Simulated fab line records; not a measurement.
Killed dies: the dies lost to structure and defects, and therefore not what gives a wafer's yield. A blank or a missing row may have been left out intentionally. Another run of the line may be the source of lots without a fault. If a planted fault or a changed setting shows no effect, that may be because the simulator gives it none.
Which tool did it? + flow rit-cmos + 15 lots with 45 wafers sampled at 3 steps, on a route of 202 steps

## WHAT THE GAUGES READ, wafer by wafer
RIT_NWELL_TW_MEAS_10.
| lot  | measured    | on            | NWELL_TW       |
|------|-------------|---------------|----------------|
| L691 | day 1 23:34 | film-metro-03 | 2131 2148 2118 |
| L693 | day 2 09:53 | film-metro-02 | 2165 2172 2156 |
| L695 | day 2 19:28 | film-metro-02 | 2154 2155 2168 |
| L696 | day 3 01:53 | film-metro-02 | 2160 2153 2161 |
| L697 | day 3 10:06 | film-metro-01 | 2139 2136 2135 |
| L698 | day 3 16:20 | film-metro-02 | 2182 2168 2175 |
| L699 | day 3 20:28 | film-metro-02 | 2160 2160 2165 |
| L700 | day 4 01:32 | film-metro-03 | 2144 2139 2133 |
| L701 | day 4 06:47 | film-metro-03 | 2135 2148 2146 |
| L703 | day 4 15:03 | film-metro-01 | 2159 2157 2148 |
| L705 | day 4 22:49 | film-metro-01 | 2160 2165 2159 |
| L707 | day 5 10:18 | film-metro-01 | 2142 2139 2131 |
| L710 | day 5 21:58 | film-metro-01 | 2139 2139 2135 |
| L712 | day 6 09:29 | film-metro-01 | 2149 2145 2161 |
| L714 | day 6 18:35 | film-metro-02 | 2151 2148 2145 |

RIT_NRETRO_OVL_MEAS_06.
| lot  | measured    | on         | NRETRO_OVL (nm) |
|------|-------------|------------|-----------------|
| L691 | day 2 09:07 | overlay-02 | 0.5 1.4 1.8     |
| L693 | day 2 19:19 | overlay-01 | 0.6 0.2 1.5     |
| L695 | day 3 06:11 | overlay-01 | -0.6 -1.5 2.4   |
| L696 | day 3 11:56 | overlay-01 | 0.9 1.8 0.8     |
| L697 | day 3 20:13 | overlay-01 | 0.7 1.2 -0.3    |
| L698 | day 4 02:59 | overlay-01 | 0.6 -1.0 1.5    |
| L699 | day 4 05:49 | overlay-01 | 1.9 -0.3 1.1    |
| L700 | day 4 11:03 | overlay-01 | 1.2 -0.9 0.4    |
| L701 | day 4 15:30 | overlay-02 | -2.2 -1.2 -2.4  |
| L703 | day 4 23:44 | overlay-01 | -0.2 -0.7 -0.3  |
| L705 | day 5 07:49 | overlay-02 | -0.2 -0.2 0.2   |
| L707 | day 5 19:06 | overlay-02 | -1.1 -1.4 -0.1  |
| L710 | day 6 07:11 | overlay-01 | 0.3 0.1 2.4     |
| L712 | day 6 17:52 | overlay-02 | -2.3 -1.7 -1.0  |
| L714 | day 7 04:16 | overlay-02 | -2.3 -1.5 -1.6  |

RIT_NRETRO_TW_MEAS_10.
| lot  | measured    | on            | NRETRO_TW      |
|------|-------------|---------------|----------------|
| L691 | day 2 09:43 | film-metro-01 | 1038 1046 1043 |
| L693 | day 2 19:56 | film-metro-04 | 1045 1040 1044 |
| L695 | day 3 06:49 | film-metro-01 | 1043 1044 1041 |
| L696 | day 3 12:33 | film-metro-03 | 1037 1035 1042 |
| L697 | day 3 20:57 | film-metro-03 | 1042 1030 1040 |
| L698 | day 4 03:36 | film-metro-01 | 1051 1043 1050 |
| L699 | day 4 06:26 | film-metro-04 | 1036 1041 1036 |
| L700 | day 4 11:40 | film-metro-01 | 1051 1055 1049 |
| L701 | day 4 16:07 | film-metro-03 | 1046 1046 1043 |
| L703 | day 5 00:26 | film-metro-03 | 1041 1044 1039 |
| L705 | day 5 08:25 | film-metro-04 | 1037 1039 1038 |
| L707 | day 5 19:43 | film-metro-03 | 1042 1040 1039 |
| L710 | day 6 07:48 | film-metro-04 | 1039 1042 1039 |
| L712 | day 6 18:29 | film-metro-03 | 1031 1031 1036 |
| L714 | day 7 04:52 | film-metro-03 | 1038 1039 1043 |

## EACH LOT AND THE TOOL THAT RAN IT (in order: tool; ch and the chambers of the sampled wafers; start)
The record shows no process step preceding these readings.

## AS READ BY THE TOOLS THEMSELVES (means over the sampled wafers that have a number; for cases with no such wafer, the mark the record gives instead)
The record holds no such reading with a usual standard deviation.

## THE ANSWER, worked out from the rows above alone
Rule: the usual values come from the lots themselves. The widest of any qualifying gaps counts: lots, ordered by their means at a reading, are off when they make up no more than a third of the lots, leave a main group of 4 or more, and stand apart from it by 3 or more times the standard deviation of that group's means. The tables above print the reading to a certain number of digits; a main group whose means all agree to those digits is not used. A lot without any number at a reading at which 4 lots or more have one is off too. All remaining lots with rows at the step are treated as sound. After the gauges, taken in route order, come the tools' own readings; for these a lot's mean is taken, as printed above. The first step at which some lot is off is used, and at that step the reading that is off furthest; a lot without a number counts as furthest.
No lot is off at any reading shown: from this, nothing can be told.

## WHAT HAD BEEN PUT IN BY THE SIMULATOR
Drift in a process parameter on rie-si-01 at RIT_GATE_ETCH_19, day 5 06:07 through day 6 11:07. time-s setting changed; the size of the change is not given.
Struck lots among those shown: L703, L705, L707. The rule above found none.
